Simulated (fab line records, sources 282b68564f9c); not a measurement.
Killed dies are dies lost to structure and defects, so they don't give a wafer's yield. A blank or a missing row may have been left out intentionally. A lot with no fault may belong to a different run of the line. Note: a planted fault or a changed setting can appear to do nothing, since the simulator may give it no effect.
fab line records ; flow rit_cmos
record lots=5; wafers=23
route steps=202 shown NSD@139 SILICIDE@162 CONTACT@168 M1@184
start_h: hours from the record's first day to the start of the lot's first wafer shown ; wait_h: time in hours since the lot's previous step ; " unchanged from the row above ; L1.1+2: a row that stands for several wafers ; - value missing, or start not given ; * or withheld: withheld ; < > ~ a bound
route shown NAME@n: a module of which the file shows steps, and the number in the route of the first ; usual: average and standard deviation across the fault-free wafers ; same: alike in all rows ; chamber/n: place in a boat ; sites: the reading at each site ; _std_site: how widely they spread, as a standard deviation ; _edge_site: inner sites' mean taken away from outer sites' mean ; radius_mm: for every site, how far away it sits from the centre of the wafer ; mask NAME#n: copy n ; behind: the last tool/chamber to shape the wafer ; hold: cause of the lot's hold/its duration in hours/its outcome ; device: whichever transistor did not switch (one of n, p or np) ; end of line: the route-end tests of the same wafers ; a step with no rows: only its recipe ; killed: count of dies lost to structure and defects at first sort (not the wafer's yield) ; map: a wafer's dies, x killed, . not, _ none there
set.NAME: setting as actually run; set.NAME@STEP: the setting as run at that earlier step ; model.NAME: the simulator's own value behind a step, which no gauge read
lots whose settings were changed on purpose; a table a step, a row a wafer
## steps
# step RIT_NSD_IMPLANT_08
# recipe species=P; energy_kev=25; dose_cm2=1e+15; tilt_deg=7
lot.wafer;tool;chamber;start_h;wait_h;set.energy_kev;model.implant.rp_nm;model.implant.drp_nm
L075.1+2+4;implanter-04;0;61.68;0.1;25;31.7;14.84
L075.5+6;implanter-04;0;61.68;0.1;26.28;32.79;15.29
L076.1+3+6;implanter-02;0;68.71;0.1;25;32.3;14.84
L076.4+5;implanter-02;0;68.71;0.1;24.27;31.66;14.57
L078.2+4+5;implanter-04;0;75.35;0.1;25.83;33.27;15.13
L078.3+6;implanter-04;0;75.35;0.1;25;32.54;14.84
L082.1+2+6;implanter-01;0;88.73;0.1;25;32.05;14.84
L083.1+5;implanter-04;0;96.92;0.1;25;32.9;14.84
L083.2+3+6;implanter-04;0;96.92;0.1;25.71;33.53;15.09
# step RIT_SILICIDE_SPUTTER_01
# recipe material=Ti; target_thk_nm=30; power_w=350; chamber_pressure_pa=0.667; gas=Ar; time_s=240; substrate_temp_c=25
lot.wafer;tool;chamber;start_h;wait_h;set.time_s;model.Ti_of_SILICIDE_SPUTTER_01.thk_nm
L075.1;pvd_sputter-03;-;64.48;0.0;269.8;33.68
L075.2;pvd_sputter-03;-;64.48;0.0;269.8;33.43
L075.4;pvd_sputter-03;-;64.48;0.0;240;29.7
L075.5;pvd_sputter-03;-;64.48;0.0;240;29.65
L075.6;pvd_sputter-03;-;64.48;0.0;269.8;33.45
L076.1;pvd_sputter-04;-;71.84;0.0;240;30.39
L076.3;pvd_sputter-04;-;71.84;0.0;260.7;32.65
L076.4;pvd_sputter-04;-;71.84;0.0;240;29.93
L076.5;pvd_sputter-04;-;71.84;0.0;240;30
L076.6;pvd_sputter-04;-;71.84;0.0;260.7;33
L078.2;pvd_sputter-03;-;78.17;0.0;240;29.82
L078.3;pvd_sputter-03;-;78.17;0.0;240;30.28
L078.4;pvd_sputter-03;-;78.17;0.0;240;30.03
L078.5;pvd_sputter-03;-;78.17;0.0;240;29.75
L078.6;pvd_sputter-03;-;78.17;0.0;240;29.79
L082.1;pvd_sputter-03;-;91.53;0.0;240;29.73
L082.2;pvd_sputter-03;-;91.53;0.0;240;28.96
L082.6;pvd_sputter-03;-;91.53;0.0;240;29.55
L083.1;pvd_sputter-01;-;99.80;0.0;211;26.78
L083.2;pvd_sputter-01;-;99.80;0.0;240;31.04
L083.3;pvd_sputter-01;-;99.80;0.0;211;26.67
L083.5;pvd_sputter-01;-;99.80;0.0;211;27.22
L083.6;pvd_sputter-01;-;99.80;0.0;240;30.17
# step RIT_SILICIDE_RS_MEAS_02
# recipe thk_meas_gauge=four-point-probe; reads=Ti_of_SILICIDE_SPUTTER_01
# usual SILICIDE_TI_RS=48.1/0.72
lot.wafer;tool;chamber;start_h;wait_h;set.time_s@SILICIDE_SPUTTER_01;SILICIDE_TI_RS[ohm/sq]
L075.1;film_metro-01;-;64.63;0.1;269.8;41.5
L075.2;film_metro-01;-;64.63;0.1;269.8;41.9
L075.4;film_metro-01;-;64.63;0.1;240;48.6
L075.5;film_metro-01;-;64.63;0.1;240;48.8
L075.6;film_metro-01;-;64.63;0.1;269.8;41.9
L076.1;film_metro-01;-;71.99;0.1;240;47.2
L076.3;film_metro-01;-;71.99;0.1;260.7;43.1
L076.4;film_metro-01;-;71.99;0.1;240;48.1
L076.5;film_metro-01;-;71.99;0.1;240;48.0
L076.6;film_metro-01;-;71.99;0.1;260.7;42.6
L078.2;film_metro-04;-;78.34;0.1;240;48.3
L078.3;film_metro-04;-;78.34;0.1;240;47.4
L078.4;film_metro-04;-;78.34;0.1;240;47.8
L078.5;film_metro-04;-;78.34;0.1;240;48.5
L078.6;film_metro-04;-;78.34;0.1;240;48.3
L082.1;film_metro-01;-;91.68;0.1;240;48.5
L082.2;film_metro-01;-;91.68;0.1;240;50.1
L082.6;film_metro-01;-;91.68;0.1;240;48.9
L083.1;film_metro-01;-;99.95;0.1;211;55.4
L083.2;film_metro-01;-;99.95;0.1;240;46.0
L083.3;film_metro-01;-;99.95;0.1;211;55.5
L083.5;film_metro-01;-;99.95;0.1;211;54.4
L083.6;film_metro-01;-;99.95;0.1;240;47.7
# step RIT_SILICIDE_THK_MEAS_03
# recipe thk_meas_gauge=xrf; reads=Ti_of_SILICIDE_SPUTTER_01
# usual SILICIDE_TI_THK=29.9/0.38
lot.wafer;tool;chamber;start_h;wait_h;set.time_s@SILICIDE_SPUTTER_01;SILICIDE_TI_THK[nm]
L075.1;film_metro-01;-;64.75;0.1;269.8;33.7
L075.2;film_metro-01;-;64.75;0.1;269.8;33.4
L075.4;film_metro-01;-;64.75;0.1;240;29.6
L075.5;film_metro-01;-;64.75;0.1;240;29.7
L075.6;film_metro-01;-;64.75;0.1;269.8;33.3
L076.1;film_metro-01;-;72.11;0.1;240;30.4
L076.3;film_metro-01;-;72.11;0.1;260.7;32.7
L076.4;film_metro-01;-;72.11;0.1;240;30.1
L076.5;film_metro-01;-;72.11;0.1;240;30.1
L076.6;film_metro-01;-;72.11;0.1;260.7;33.1
L078.2;film_metro-04;-;78.45;0.1;240;30.0
L078.3;film_metro-04;-;78.45;0.1;240;30.4
L078.4;film_metro-04;-;78.45;0.1;240;30.1
L078.5;film_metro-04;-;78.45;0.1;240;29.9
L078.6;film_metro-04;-;78.45;0.1;240;30.0
L082.1;film_metro-01;-;91.80;0.1;240;29.8
L082.2;film_metro-01;-;91.80;0.1;240;28.9
L082.6;film_metro-01;-;91.80;0.1;240;29.7
L083.1;film_metro-01;-;100.07;0.1;211;26.8
L083.2;film_metro-01;-;100.07;0.1;240;31.2
L083.3;film_metro-01;-;100.07;0.1;211;26.7
L083.5;film_metro-01;-;100.07;0.1;211;27.3
L083.6;film_metro-01;-;100.07;0.1;240;30.1
# step RIT_CONTACT_CVD_00
# recipe material=SiO2; target_thk_nm=400; precursor=TEOS; temp_c=390; time_s=61; rf_w=400
lot.wafer;tool;chamber;start_h;wait_h;set.time_s;model.SiO2_of_CONTACT_CVD_00.thk_nm
L075.1;pecvd-04;0;65.05;0.1;63.99;411.3
L075.2;pecvd-04;1;65.05;0.1;61;394
L075.4;pecvd-04;2;65.05;0.1;63.99;-
L075.5;pecvd-04;0;65.05;0.1;61;399.9
L075.6;pecvd-04;1;65.05;0.1;61;-
L076.1;pecvd-02;0;72.35;0.1;61;390.4
L076.3;pecvd-02;1;72.35;0.1;69.55;446.9
L076.4;pecvd-02;1;72.35;0.1;61;398.4
L076.5;pecvd-02;2;72.35;0.1;69.55;463.1
L076.6;pecvd-02;0;72.35;0.1;61;398
L078.2;pecvd-04;1;78.68;0.0;57.82;379.6
L078.3;pecvd-04;0;78.68;0.0;61;400.7
L078.4;pecvd-04;1;78.68;0.0;57.82;381.8
L078.5;pecvd-04;2;78.68;0.0;61;417.1
L078.6;pecvd-04;0;78.68;0.0;61;404.6
L082.1;pecvd-03;1;92.03;0.1;61;399.9
L082.2;pecvd-03;2;92.03;0.1;61;399.3
L082.6;pecvd-03;0;92.03;0.1;61;405.6
L083.1+6;pecvd-02;2,0;100.31;0.1;61;-
L083.2;pecvd-02;0;100.31;0.1;61;394.6
L083.3;pecvd-02;1;100.31;0.1;61;400.2
L083.5;pecvd-02;1;100.31;0.1;61;404.9
# step RIT_CONTACT_THK_MEAS_01
# recipe reads=SiO2_of_CONTACT_CVD_00
# usual CONTACT_TEOS_THK=400/5.6
lot.wafer;tool;chamber;start_h;wait_h;set.time_s@CONTACT_CVD_00;CONTACT_TEOS_THK[nm]
L075.1;film_metro-01;-;65.11;0.0;63.99;411
L075.2;film_metro-01;-;65.11;0.0;61;394
L075.4;film_metro-01;-;65.11;0.0;63.99;426
L075.5;film_metro-01;-;65.11;0.0;61;400
L075.6;film_metro-01;-;65.11;0.0;61;400
L076.1;film_metro-03;-;72.40;0.0;61;390
L076.3;film_metro-03;-;72.40;0.0;69.55;447
L076.4;film_metro-03;-;72.40;0.0;61;399
L076.5;film_metro-03;-;72.40;0.0;69.55;463
L076.6;film_metro-03;-;72.40;0.0;61;398
L078.2;film_metro-02;-;78.74;0.0;57.82;379
L078.3;film_metro-02;-;78.74;0.0;61;401
L078.4;film_metro-02;-;78.74;0.0;57.82;382
L078.5;film_metro-02;-;78.74;0.0;61;417
L078.6;film_metro-02;-;78.74;0.0;61;404
L082.1;film_metro-03;-;92.08;0.0;61;400
L082.2;film_metro-03;-;92.08;0.0;61;399
L082.6;film_metro-03;-;92.08;0.0;61;406
L083.1;film_metro-02;-;100.36;0.0;61;398
L083.2;film_metro-02;-;100.36;0.0;61;395
L083.3;film_metro-02;-;100.36;0.0;61;400
L083.5;film_metro-02;-;100.36;0.0;61;405
L083.6;film_metro-02;-;100.36;0.0;61;408
# step RIT_M1_SPUTTER_00
# recipe material=Al; target_thk_nm=400; power_w=2000; chamber_pressure_pa=0.4; gas=Ar; time_s=500; substrate_temp_c=25
lot.wafer;tool;chamber;start_h;wait_h;set.time_s;model.Al_of_M1_SPUTTER_00.thk_nm
L075.1;pvd_sputter-02;-;67.28;0.0;500;402.3
L075.2;pvd_sputter-02;-;67.28;0.0;500;394
L075.4;pvd_sputter-02;-;67.28;0.0;472.9;383
L075.5;pvd_sputter-02;-;67.28;0.0;500;390.9
L075.6;pvd_sputter-02;-;67.28;0.0;472.9;381.7
L076.1;pvd_sputter-01;-;74.76;0.0;500;402.9
L076.3;pvd_sputter-01;-;74.76;0.0;500;396.6
L076.4;pvd_sputter-01;-;74.76;0.0;500;394.7
L076.5;pvd_sputter-01;-;74.76;0.0;500;401.1
L076.6;pvd_sputter-01;-;74.76;0.0;500;398.1
L078.2+4;pvd_sputter-04;-;81.08;0.0;500;403.1
L078.3;pvd_sputter-04;-;81.08;0.0;500;405.9
L078.5;pvd_sputter-04;-;81.08;0.0;500;403.3
L078.6;pvd_sputter-04;-;81.08;0.0;500;408
L082.1;pvd_sputter-04;-;94.31;0.0;500;401.9
L082.2;pvd_sputter-04;-;94.31;0.0;500;404
L082.6;pvd_sputter-04;-;94.31;0.0;500;399.6
L083.1;pvd_sputter-02;-;102.67;0.0;537;432.4
L083.2;pvd_sputter-02;-;102.67;0.0;500;409.7
L083.3;pvd_sputter-02;-;102.67;0.0;500;405.9
L083.5;pvd_sputter-02;-;102.67;0.0;500;406
L083.6;pvd_sputter-02;-;102.67;0.0;537;434.8
# step RIT_M1_RS_MEAS_01
# recipe thk_meas_gauge=four-point-probe; reads=Al_of_M1_SPUTTER_00
# usual M1_AL_RS=0.0730/0.00088
lot.wafer;tool;chamber;start_h;wait_h;set.time_s@M1_SPUTTER_00;M1_AL_RS[ohm/sq]
L075.1;film_metro-02;-;67.57;0.1;500;0.0731
L075.2;film_metro-02;-;67.57;0.1;500;0.0747
L075.4;film_metro-02;-;67.57;0.1;472.9;0.0768
L075.5;film_metro-02;-;67.57;0.1;500;0.0754
L075.6;film_metro-02;-;67.57;0.1;472.9;0.0771
L076.1;film_metro-02;-;75.06;0.1;500;0.0730
L076.3;film_metro-02;-;75.06;0.1;500;0.0743
L076.4;film_metro-02;-;75.06;0.1;500;0.0745
L076.5;film_metro-02;-;75.06;0.1;500;0.0733
L076.6;film_metro-02;-;75.06;0.1;500;0.0738
L078.2;film_metro-02;-;81.40;0.2;500;0.0728
L078.3;film_metro-02;-;81.40;0.2;500;0.0724
L078.4;film_metro-02;-;81.40;0.2;500;0.0727
L078.5;film_metro-02;-;81.40;0.2;500;0.0728
L078.6;film_metro-02;-;81.40;0.2;500;0.0719
L082.1;film_metro-03;-;94.60;0.1;500;0.0731
L082.2;film_metro-03;-;94.60;0.1;500;0.0727
L082.6;film_metro-03;-;94.60;0.1;500;0.0734
L083.1;film_metro-02;-;102.96;0.1;537;0.0678
L083.2;film_metro-02;-;102.96;0.1;500;0.0717
L083.3;film_metro-02;-;102.96;0.1;500;0.0722
L083.5;film_metro-02;-;102.96;0.1;500;0.0723
L083.6;film_metro-02;-;102.96;0.1;537;0.0676
# step RIT_M1_THK_MEAS_02
# recipe thk_meas_gauge=xrf; reads=Al_of_M1_SPUTTER_00
# usual M1_AL_THK=414/5.2
lot.wafer;tool;chamber;start_h;wait_h;set.time_s@M1_SPUTTER_00;M1_AL_THK[nm]
L075.1;film_metro-02;-;67.69;0.1;500;413
L075.2;film_metro-02;-;67.69;0.1;500;403
L075.4;film_metro-02;-;67.69;0.1;472.9;391
L075.5;film_metro-02;-;67.69;0.1;500;401
L075.6;film_metro-02;-;67.69;0.1;472.9;392
L076.1;film_metro-02;-;75.18;0.1;500;417
L076.3;film_metro-02;-;75.18;0.1;500;408
L076.4;film_metro-02;-;75.18;0.1;500;406
L076.5;film_metro-02;-;75.18;0.1;500;411
L076.6;film_metro-02;-;75.18;0.1;500;410
L078.2;film_metro-02;-;81.51;0.1;500;415
L078.3;film_metro-02;-;81.51;0.1;500;417
L078.4;film_metro-02;-;81.51;0.1;500;414
L078.5;film_metro-02;-;81.51;0.1;500;414
L078.6;film_metro-02;-;81.51;0.1;500;421
L082.1;film_metro-03;-;94.72;0.1;500;413
L082.2;film_metro-03;-;94.72;0.1;500;416
L082.6;film_metro-03;-;94.72;0.1;500;413
L083.1;film_metro-02;-;103.08;0.1;537;442
L083.2;film_metro-02;-;103.08;0.1;500;416
L083.3;film_metro-02;-;103.08;0.1;500;413
L083.5;film_metro-02;-;103.08;0.1;500;415
L083.6;film_metro-02;-;103.08;0.1;537;446
## key
split step=RIT_NSD_IMPLANT_08; setting=energy_kev; stated=25; by=wafer
response step=RIT_NSD_IMPLANT_08; reading=model.implant.rp_nm; change=+0.216; per=1%; r=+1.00
response step=RIT_NSD_IMPLANT_08; reading=model.implant.drp_nm; change=+0.089; per=1%; r=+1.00
split step=RIT_SILICIDE_SPUTTER_01; setting=time_s; stated=240; by=wafer
response step=RIT_SILICIDE_SPUTTER_01; reading=model.Ti_of_SILICIDE_SPUTTER_01.thk_nm; change=+0.31; per=1%; r=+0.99
response step=RIT_SILICIDE_RS_MEAS_02; reading=SILICIDE_TI_RS; change=-0.608; per=1%; r=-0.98
response step=RIT_SILICIDE_THK_MEAS_03; reading=SILICIDE_TI_THK; change=+0.309; per=1%; r=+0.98
split step=RIT_CONTACT_CVD_00; setting=time_s; stated=61; by=wafer
response step=RIT_CONTACT_CVD_00; reading=model.SiO2_of_CONTACT_CVD_00.thk_nm; change=+4.27; per=1%; r=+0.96
response step=RIT_CONTACT_THK_MEAS_01; reading=CONTACT_TEOS_THK; change=+4.36; per=1%; r=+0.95
split step=RIT_M1_SPUTTER_00; setting=time_s; stated=500; by=wafer
response step=RIT_M1_SPUTTER_00; reading=model.Al_of_M1_SPUTTER_00.thk_nm; change=+3.19; per=1%; r=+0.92
response step=RIT_M1_RS_MEAS_01; reading=M1_AL_RS; change=-0.000554; per=1%; r=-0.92
response step=RIT_M1_THK_MEAS_02; reading=M1_AL_THK; change=+3.47; per=1%; r=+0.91
